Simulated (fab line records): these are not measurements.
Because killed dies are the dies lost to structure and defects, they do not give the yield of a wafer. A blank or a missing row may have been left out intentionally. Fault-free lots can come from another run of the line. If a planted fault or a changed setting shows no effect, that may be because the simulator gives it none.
Split-lot trial | flow berkeley-cmos170 | 23 wafers read across 5 lots, on a route 331 steps long

== ON THE SPLIT ==
At UCB170_ACTIVE_COAT_08 (resist thk 900 nm), the setting resist-thk-nm was moved away from the recipe's 900 nm on 5 of the 23 wafers read, by -2.8% to +5.9%. For the rest of the wafers, this setting stayed at what the recipe calls for.

== FROM THE SPLIT TO THE READING: what the file shows between them, 2 steps ==
- UCB170_ACTIVE_SOFTBAKE_09: time 60 s
- UCB170_ACTIVE_EXPOSE_10: exposes mask ACTIVE, target cd 1200 nm

== THE READING ==
KrF_of_ACTIVE_COAT_08.thk-nm (the simulator's own value, which no gauge read), in nm, at UCB170_ACTIVE_ETCH_15 (etches Si3N4 in CH3F/Ar/O2, stops on SiO2, target depth 242 nm, time 151 s). The file does not state a usual value for it. Average 723.5 nm, standard deviation 2.1 nm, over the 18 wafers here run with the recipe.

wafer  | tool, chamber at the split | resist-thk-nm as run, nm | against the recipe | KrF_of_ACTIVE_COAT_08.thk-nm, nm | against lot-mates on the recipe
L074.1 | litho-track-01, 0          | 900                      | recipe             | 726.4                            | -
L074.3 | litho-track-01, 0          | 900                      | recipe             | 721.9                            | -
L074.4 | litho-track-01, 0          | 900                      | recipe             | 721.3                            | -
L075.1 | litho-track-03, 0          | 874.6                    | -2.8%              | 694                              | -30.1
L075.2 | litho-track-03, 0          | 900                      | recipe             | 726.6                            | -
L075.3 | litho-track-03, 0          | 900                      | recipe             | 723.1                            | -
L075.4 | litho-track-03, 0          | 874.6                    | -2.8%              | 702.5                            | -21.6
L075.6 | litho-track-03, 0          | 900                      | recipe             | 722.6                            | -
L079.1 | litho-track-01, 0          | 900                      | recipe             | 723.1                            | -
L079.2 | litho-track-01, 0          | 900                      | recipe             | 720.8                            | -
L079.3 | litho-track-01, 0          | 900                      | recipe             | 720.4                            | -
L079.4 | litho-track-01, 0          | 900                      | recipe             | 722.8                            | -
L079.5 | litho-track-01, 0          | 900                      | recipe             | 725.6                            | -
L081.1 | litho-track-02, 0          | 900                      | recipe             | 721.4                            | -
L081.2 | litho-track-02, 0          | 900                      | recipe             | 725.4                            | -
L081.3 | litho-track-02, 0          | 900                      | recipe             | 723                              | -
L081.5 | litho-track-02, 0          | 900                      | recipe             | 723.7                            | -
L081.6 | litho-track-02, 0          | 900                      | recipe             | 727.8                            | -
L083.1 | litho-track-02, 0          | 900                      | recipe             | 723.8                            | -
L083.2 | litho-track-02, 0          | 953.5                    | +5.9%              | 776.1                            | +52.1
L083.3 | litho-track-02, 0          | 953.5                    | +5.9%              | 772.9                            | +48.9
L083.5 | litho-track-02, 0          | 900                      | recipe             | 724.2                            | -
L083.6 | litho-track-02, 0          | 953.5                    | +5.9%              | 777.2                            | +53.2

FIT RESULTS
A straight line over all 23 wafers: KrF_of_ACTIVE_COAT_08.thk-nm changes by +8.76 nm for each +1% of resist-thk-nm; r = +0.99; the points scatter about the line by 2.4 nm.
The same after taking each lot's own level away (the mean of its wafers on the recipe; 23 wafers): +8.73 nm for each +1%; r = +0.99; scatter 2.3 nm.
The reading moves by 52 nm for the largest change in resist-thk-nm, on that fit.
Measured against the standard deviation above, the lots' own levels, which go from 722.54 to 724.26 nm, span 0.8 times it.
The two slopes are in agreement: the lot-to-lot level therefore moves the slope only a little.
Check: for one of the wafers moved furthest among these (+5.9%), held out of the fit, the line's prediction against its lot-mates is +51.6 nm. Against them it came out at +52.1 nm.

== FURTHER SPLITS ON THESE WAFERS ==
Note: prior to the reading, these wafers also went through further splits. Each is held against what the fit with the lots' levels taken away leaves over:
other split on the same wafers     | wafers away from the commonest value | r with KrF_of_ACTIVE_COAT_08.thk-nm (lot level and that fit taken away)
UCB170_START_OXIDATION_02 temp-c   | 10                                   | -0.02
UCB170_NWELL_CVD_04 pressure-mtorr | 18                                   | +0.04
UCB170_PWELL_ETCH_14 time-s        | 6                                    | -0.11
UCB170_PWELL_IMPLANT_15 tilt-deg   | 10                                   | +0.23

== THE WHOLE CHAIN: every reading that the file lists as answering this split, in the file's order ==
step                   | what it does                                                               | reading                                                                       | change (the file's fit)                                                              | r (the file's)
UCB170_ACTIVE_COAT_08  | resist thk 900 nm                                                          | KrF_of_ACTIVE_COAT_08.thk-nm (the simulator's own value, which no gauge read) | +8.56 nm for each +1% of the setting                                                 | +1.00
UCB170_ACTIVE_ETCH_15  | etches Si3N4 in CH3F/Ar/O2, stops on SiO2, target depth 242 nm, time 151 s | KrF_of_ACTIVE_COAT_08.thk-nm (the simulator's own value, which no gauge read) | +8.74 nm for each +1% of the setting                                                 | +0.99
UCB170_ACTIVE_STRIP_16 | strips in O2                                                               | strip-time-to-endpoint-s                                                      | withheld for each +1% of the setting, in a fit together with power-w@ACTIVE_STRIP_16 | 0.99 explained

== FILE'S OWN FIT ==
KrF_of_ACTIVE_COAT_08.thk-nm changes by +8.74 nm for each +1% of resist-thk-nm, r = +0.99.
